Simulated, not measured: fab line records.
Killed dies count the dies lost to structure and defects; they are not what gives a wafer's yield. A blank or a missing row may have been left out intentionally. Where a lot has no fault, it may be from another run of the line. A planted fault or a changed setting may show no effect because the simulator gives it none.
Check of tool commonality -- flow berkeley_cmos170 -- 14 lots, 42 wafers sampled

== WHAT PROMPTED THE OPENING ==
Of 14 lots, 2 have the reading NVT_TW flagged at UCB170_NVT_TW_MEAS_09. Fault-free wafers read 526, with a standard deviation of 4.
Rule: a lot is flagged when every wafer of it that has a number lies more than 4 standard deviations from that mean, or none has a number. The rest of the lots are taken to be sound.

lot,measured,on,"NVT_TW, wafer by wafer",flag
L835,day 5 13:16,film_metro-04,525 525 525,
L837,day 5 13:40,film_metro-03,524 523 527,
L836,day 5 13:59,film_metro-02,536 531 534,
L834,day 5 14:17,film_metro-03,525 524 523,
L838,day 5 23:15,film_metro-02,533 530 531,
L839,day 6 07:51,film_metro-03,521 523 522,
L841,day 6 16:11,film_metro-04,522 523 520,
L842,day 6 16:27,film_metro-02,533 527 532,
L845,day 7 11:57,film_metro-03,522 522 522,
L848,day 7 23:50,film_metro-02,625 624 626,FLAGGED
L849,day 8 11:13,film_metro-04,622 625 619,FLAGGED
L854,day 9 14:50,film_metro-03,524 523 524,
L856,day 10 03:06,film_metro-03,526 522 525,
L857,day 10 03:22,film_metro-04,524 522 522,
The numbers of the flagged lots are 624 on average: +98 against the usual, or +24 standard deviations.

== TOOL THAT RAN EACH LOT ==
The record holds 1 process step before the reading, out of a route of 331 steps. Cell contents, in order: the tool; ch with the chambers the sampled wafers went through; the start.
lot,flag,UCB170_NVT_IMPLANT_07
L835,,"implanter-03 ch 0, day 5 13:01"
L837,,"implanter-02 ch 0, day 5 13:25"
L836,,"implanter-03 ch 0, day 5 13:46"
L834,,"implanter-01 ch 0, day 5 14:04"
L838,,"implanter-01 ch 0, day 5 23:00"
L839,,"implanter-02 ch 0, day 6 07:32"
L841,,"implanter-03 ch 0, day 6 15:58"
L842,,"implanter-01 ch 0, day 6 16:14"
L845,,"implanter-03 ch 0, day 7 11:42"
L848,FLAGGED,"implanter-03 ch 0, day 7 23:35"
L849,FLAGGED,"implanter-03 ch 0, day 8 10:58"
L854,,"implanter-01 ch 0, day 9 14:36"
L856,,"implanter-01 ch 0, day 10 02:51"
L857,,"implanter-02 ch 0, day 10 03:08"
What the steps here do:
- UCB170_NVT_IMPLANT_07
- UCB170_NVT_TW_MEAS_09

== FLAGGED AGAINST TOTAL, ONE TOOL AT A TIME (gauges that did the reading follow at the end) ==
step,tool,lots run,flagged,share of the flagged lots,sound lots run after its first flagged lot
UCB170_NVT_IMPLANT_07,implanter-01,5,0,none,-
UCB170_NVT_IMPLANT_07,implanter-02,3,0,none,-
UCB170_NVT_IMPLANT_07,implanter-03,6,2,all,0
UCB170_NVT_TW_MEAS_09,film_metro-02,4,1,some,0
UCB170_NVT_TW_MEAS_09,film_metro-03,6,0,none,-
UCB170_NVT_TW_MEAS_09,film_metro-04,4,1,some,1 (L857)

== WHAT IS ALLOWED BY THE TABLE ==
All flagged lots share 1 row of the table, namely implanter-03 at UCB170_NVT_IMPLANT_07.
- implanter-03 at UCB170_NVT_IMPLANT_07: 2 of its 6 lots flagged. A fault beginning between L845 (day 7 11:42), its last sound lot, and L848 (day 7 23:35), its first flagged one, fits the data. Its own readings lie more than 4 standard deviations out on every wafer of the flagged lots: dose_ions_cm2, faraday_current_uA.
implanter-03 at UCB170_NVT_IMPLANT_07 is the single tool remaining.

== WHAT THE SIMULATOR HAD PUT IN ==
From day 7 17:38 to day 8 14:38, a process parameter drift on implanter-03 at UCB170_NVT_IMPLANT_07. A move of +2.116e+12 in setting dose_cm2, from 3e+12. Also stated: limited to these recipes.
Lots struck among those shown: L848, L849. The rule above found the same.
